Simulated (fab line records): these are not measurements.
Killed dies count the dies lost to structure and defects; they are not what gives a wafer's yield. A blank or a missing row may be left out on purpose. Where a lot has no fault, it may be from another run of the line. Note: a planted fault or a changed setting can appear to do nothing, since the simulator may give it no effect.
Split-lot study :: flow rit-cmos :: route with 202 steps; 5 lots, 23 wafers read

== THE SPLIT ITSELF ==
At RIT_NWELL_IMPLANT_08, the setting dose-cm2 was moved away from the recipe's 5e+13 on 8 of the 23 wafers read, by -2.7% to +4.5%. The other wafers ran this setting at the recipe's value.

== FROM THE SPLIT TO THE READING: what the file shows between them, 5 steps ==
- RIT_NWELL_STRIP_09: strips in O2, time 180 s
- RIT_NWELL_TW_MEAS_10
- RIT_PWELL_HMDS_00: prime time 60 s
- RIT_PWELL_COAT_01: resist thk 1300 nm
- RIT_WELLDRIVE_ANNEAL_00: time 14700 s

== THE READING ==
NWELL_RS (ohm/sq), read at RIT_WELLDRIVE_RS_MEAS_01 with a four-point probe. Fault-free wafers of this fab line usually give 275.5 ohm/sq, standard deviation 0.9 ohm/sq.

wafer: L075.2
tool, chamber at the split: implanter-04, 0
dose-cm2 as run: 5e+13
against the recipe: recipe
NWELL_RS, ohm/sq: 274.6
against lot-mates on the recipe: -

wafer: L075.3
tool, chamber at the split: implanter-04, 0
dose-cm2 as run: 5e+13
against the recipe: recipe
NWELL_RS, ohm/sq: 274.4
against lot-mates on the recipe: -

wafer: L075.4
tool, chamber at the split: implanter-04, 0
dose-cm2 as run: 5e+13
against the recipe: recipe
NWELL_RS, ohm/sq: 273.3
against lot-mates on the recipe: -

wafer: L075.5
tool, chamber at the split: implanter-04, 0
dose-cm2 as run: 5e+13
against the recipe: recipe
NWELL_RS, ohm/sq: 274.5
against lot-mates on the recipe: -

wafer: L075.6
tool, chamber at the split: implanter-04, 0
dose-cm2 as run: 5e+13
against the recipe: recipe
NWELL_RS, ohm/sq: 275.0
against lot-mates on the recipe: -

wafer: L077.1
tool, chamber at the split: implanter-01, 0
dose-cm2 as run: 5.197e+13
against the recipe: +3.9%
NWELL_RS, ohm/sq: 268.2
against lot-mates on the recipe: -6.8

wafer: L077.2
tool, chamber at the split: implanter-01, 0
dose-cm2 as run: 5.197e+13
against the recipe: +3.9%
NWELL_RS, ohm/sq: 267.9
against lot-mates on the recipe: -7.1

wafer: L077.4
tool, chamber at the split: implanter-01, 0
dose-cm2 as run: 5e+13
against the recipe: recipe
NWELL_RS, ohm/sq: 275.2
against lot-mates on the recipe: -

wafer: L077.5
tool, chamber at the split: implanter-01, 0
dose-cm2 as run: 5.197e+13
against the recipe: +3.9%
NWELL_RS, ohm/sq: 268.7
against lot-mates on the recipe: -6.3

wafer: L077.6
tool, chamber at the split: implanter-01, 0
dose-cm2 as run: 5e+13
against the recipe: recipe
NWELL_RS, ohm/sq: 274.9
against lot-mates on the recipe: -

wafer: L079.1
tool, chamber at the split: implanter-04, 0
dose-cm2 as run: 5e+13
against the recipe: recipe
NWELL_RS, ohm/sq: 274.0
against lot-mates on the recipe: -

wafer: L079.2
tool, chamber at the split: implanter-04, 0
dose-cm2 as run: 4.864e+13
against the recipe: -2.7%
NWELL_RS, ohm/sq: 279.2
against lot-mates on the recipe: +4.9

wafer: L079.3
tool, chamber at the split: implanter-04, 0
dose-cm2 as run: 5e+13
against the recipe: recipe
NWELL_RS, ohm/sq: 274.6
against lot-mates on the recipe: -

wafer: L079.4
tool, chamber at the split: implanter-04, 0
dose-cm2 as run: 4.864e+13
against the recipe: -2.7%
NWELL_RS, ohm/sq: 278.6
against lot-mates on the recipe: +4.3

wafer: L079.5
tool, chamber at the split: implanter-04, 0
dose-cm2 as run: 4.864e+13
against the recipe: -2.7%
NWELL_RS, ohm/sq: 279.1
against lot-mates on the recipe: +4.8

wafer: L083.1
tool, chamber at the split: implanter-04, 0
dose-cm2 as run: 5e+13
against the recipe: recipe
NWELL_RS, ohm/sq: 275.7
against lot-mates on the recipe: -

wafer: L083.3
tool, chamber at the split: implanter-04, 0
dose-cm2 as run: 5e+13
against the recipe: recipe
NWELL_RS, ohm/sq: 276.1
against lot-mates on the recipe: -

wafer: L083.5
tool, chamber at the split: implanter-04, 0
dose-cm2 as run: 5e+13
against the recipe: recipe
NWELL_RS, ohm/sq: 276.0
against lot-mates on the recipe: -

wafer: L085.1
tool, chamber at the split: implanter-03, 0
dose-cm2 as run: 5e+13
against the recipe: recipe
NWELL_RS, ohm/sq: 275.4
against lot-mates on the recipe: -

wafer: L085.2
tool, chamber at the split: implanter-03, 0
dose-cm2 as run: 5.224e+13
against the recipe: +4.5%
NWELL_RS, ohm/sq: 268.4
against lot-mates on the recipe: -6.9

wafer: L085.3
tool, chamber at the split: implanter-03, 0
dose-cm2 as run: 5e+13
against the recipe: recipe
NWELL_RS, ohm/sq: 275.7
against lot-mates on the recipe: -

wafer: L085.4
tool, chamber at the split: implanter-03, 0
dose-cm2 as run: 5.224e+13
against the recipe: +4.5%
NWELL_RS, ohm/sq: 268.7
against lot-mates on the recipe: -6.6

wafer: L085.6
tool, chamber at the split: implanter-03, 0
dose-cm2 as run: 5e+13
against the recipe: recipe
NWELL_RS, ohm/sq: 274.8
against lot-mates on the recipe: -

THE FIT
A straight line over all 23 wafers: NWELL_RS changes by -1.55 ohm/sq for each +1% of dose-cm2; r = -0.98; the points scatter about the line by 0.7 ohm/sq.
The same after taking each lot's own level away (the mean of its wafers on the recipe; 23 wafers): -1.65 ohm/sq for each +1%; r = -0.99; scatter 0.44 ohm/sq.
On that fit, the largest move of dose-cm2 shifts the reading by 7.4 ohm/sq.
Across the lots, their own levels run from 274.30 to 275.93 ohm/sq, a range of 1.8 times the standard deviation given above.
The two slopes are in agreement: the lot-to-lot level therefore moves the slope only a little.
Check: -7.44 ohm/sq against its lot-mates is what the line predicts for one of the wafers moved furthest among these (+4.5%) when that wafer is left out of the fit. Against them it came out at -6.9 ohm/sq.

== THE OTHER SPLITS THESE WAFERS WENT THROUGH ==
These wafers also went through other splits before the reading. Each is held against what the fit with the lots' levels taken away leaves over:
other split on the same wafers: RIT_ACTIVE_CVD_03 pressure-mtorr
wafers away from the commonest value: 15
r with NWELL_RS (lot level and that fit taken away): +0.32

other split on the same wafers: RIT_ACTIVE_COAT_06 resist-thk-nm
wafers away from the commonest value: 9
r with NWELL_RS (lot level and that fit taken away): +0.04

other split on the same wafers: RIT_ACTIVE_ETCH_13 pressure-mtorr
wafers away from the commonest value: 18
r with NWELL_RS (lot level and that fit taken away): -0.27

other split on the same wafers: RIT_FOX2_OXIDATION_00 temp-c
wafers away from the commonest value: 18
r with NWELL_RS (lot level and that fit taken away): +0.31

other split on the same wafers: RIT_NWELL_COAT_01 spin-rpm
wafers away from the commonest value: 5
r with NWELL_RS (lot level and that fit taken away): -0.27

== THE WHOLE CHAIN: every reading that the file lists as answering this split, in the file's order ==
step: RIT_NWELL_TW_MEAS_10
what it does: 
reading: NWELL_TW
change (the file's fit): +7.24 for each +1% of the setting
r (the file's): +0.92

step: RIT_WELLDRIVE_RS_MEAS_01
what it does: measures by four-point-probe
reading: NWELL_RS
change (the file's fit): -1.62 for each +1% of the setting
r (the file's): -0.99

== FILE'S OWN FIT ==
NWELL_RS changes by -1.62 ohm/sq for each +1% of dose-cm2, r = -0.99.
